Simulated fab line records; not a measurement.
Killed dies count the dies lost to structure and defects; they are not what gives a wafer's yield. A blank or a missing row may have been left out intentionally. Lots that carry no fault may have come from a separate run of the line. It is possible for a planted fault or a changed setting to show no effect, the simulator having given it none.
Struck lot and sound lot, side by side ; flow rit-cmos ; 23 out of 202 route steps
Sound: these wafers, L164.3, L164.4, L164.6. Wafers struck: L166.1, L166.2, L166.5. Last of all comes the cause.
Order at every step that has rows: each side's tool, ch and its chambers, its first start. Under that, the readings that differ: sound wafers ; struck wafers ; difference of the means ; sigmas: that difference in standard deviations of wafers without a fault.
alike: a reading whose means differ by less than 2 such deviations, as well as words and numbers matching on both sides. not compared: withheld readings; readings where some wafer has no value; bounds like >300 that might hide an equal value; numbers whose values overlap and for which the record gives no deviation.
A row with sigmas, a row that says differs or no value, or rows on one side alone: a step with any of these is where the two part. Numbers that have no deviation but don't overlap get no sigmas and don't part them. A reading missing from all wafers of one side parts the sides only when that side holds two or more wafers.

first, 5 steps without rows for these wafers: RIT_GATE_WET_ETCH_00 (etches SiO2 in BOE, target depth 56 nm, time 60 s); RIT_GATE_CLEAN_01 (cleans in SC1, time 600 s); RIT_GATE_CLEAN_02 (cleans in dHF, time 30 s); RIT_GATE_CLEAN_03 (cleans in SC2, time 600 s); RIT_GATE_CLEAN_04 (cleans in dHF, time 60 s).
RIT_FOX2_THK_MEAS_91:
  sound: film-metro-04 at day 5 12:48; struck: film-metro-03 at day 6 00:15
  alike: FIELD_OXIDE_LEFT_2_THK
then, 2 steps without rows for these wafers: RIT_GATE_OXIDATION_05 (target thk 3 nm, ox time 270 s); RIT_GATE_ANNEAL_06 (time 600 s).
RIT_GATE_THK_MEAS_07:
  sound: film-metro-02 at day 5 14:59; struck: film-metro-03 at day 6 09:37
  alike: GATE_OXIDE_THK
then, 1 step without rows for these wafers: RIT_GATE_CVD_08 (deposits poly-Si from SiH4, target thk 250 nm, time 2220 s).
RIT_GATE_THK_MEAS_09:
  sound: film-metro-04 at day 5 16:40; struck: film-metro-04 at day 6 11:17
  alike: GATE_POLY_THK
then, 1 step without rows for these wafers: RIT_GATE_HMDS_10 (prime time 60 s).
RIT_GATE_COAT_11: resist thk 850 nm.
  sound on litho-track-04 ch 0, day 5 16:54; struck on litho-track-02 ch 0, day 6 11:29
reading;sound;struck;difference;sigmas
model.NOVOLAK_of_GATE_COAT_11.thk-nm (nm);851.8 850.9 849.7;468.2 469.3 467.8;-382.4;
  alike: resist-line-temp-C
then, 3 steps without rows for these wafers: RIT_GATE_SOFTBAKE_12 (time 60 s); RIT_GATE_EXPOSE_13 (exposes mask M6, target cd 150 nm); RIT_GATE_PEB_14.
RIT_GATE_DEVELOP_15: develop time 50 s.
  sound: litho-track-04 ch 0; struck: litho-track-04 ch 0
reading;sound;struck;difference;sigmas
model.GATE.cd-nm (nm);147.2 144.8 148.4;61.86 61.6 59.77;-85.72;
  alike: resist-line-temp-C
RIT_GATE_CD_MEAS_16: target cd 150 nm.
  sound: cd-sem-02 at day 5 17:35; struck: cd-sem-02 at day 6 12:26
reading;sound;struck;difference;sigmas
cd-nm (nm);147.2 144.6 148.6;61.7 61.6 59.7;-85.8;-36
RIT_GATE_OVL_MEAS_17:
  sound: overlay-01 at day 5 17:41; struck: overlay-02 at day 6 12:34
  alike: GATE_OVL
then, 1 step without rows for these wafers: RIT_GATE_HARDBAKE_18 (time 60 s).
RIT_GATE_ETCH_19: etches poly-Si in SF6/CHF3/O2, stops on SiO2, time 165 s, target depth 312.5 nm.
  sound on rie-si-02 ch 0,1,3, day 5 17:52; struck on rie-si-02 ch 1,2, day 6 12:44
reading;sound;struck;difference;sigmas
model.NOVOLAK_of_GATE_COAT_11.thk-nm (nm);672.4 670.9 672.9;337 338.1 336.4;-335;
model.GATE.cd-nm (nm);147.1 144.8 148.4;61.93 61.71 59.8;-85.62;
  alike: drypump-motor-current-A, oes-product-au, rf-fwd-power-W, throttle-valve-pct
  not compared: rf-hours-counter-h
RIT_GATE_STRIP_20: strips in O2, time 180 s.
  sound on plasma-asher-04 ch 0,1, day 5 18:02; struck on plasma-asher-04 ch 0,1, day 6 12:55
  alike: drypump-motor-current-A
  not compared: rf-hours-counter-h
RIT_M1_PROBE_99:
  sound: prober-01 at day 6 14:06; struck: prober-01 at day 7 10:46
reading;sound;struck;difference;sigmas
killed-at-front-end;10 4 7;263 264 264;+257;+78
killed-dies;10 4 7;264 264 264;+257;+80
killed-on-rim;4 0 2;70 70 70;+68;+45
killed-short;1 4 5;8 12 3;+4;+2
  alike: killed-at-contacts, killed-open

## WHERE THEY PART
Earliest at RIT_GATE_CD_MEAS_16; latest, in this record, at RIT_M1_PROBE_99.

WHY: what had been put in by the simulator
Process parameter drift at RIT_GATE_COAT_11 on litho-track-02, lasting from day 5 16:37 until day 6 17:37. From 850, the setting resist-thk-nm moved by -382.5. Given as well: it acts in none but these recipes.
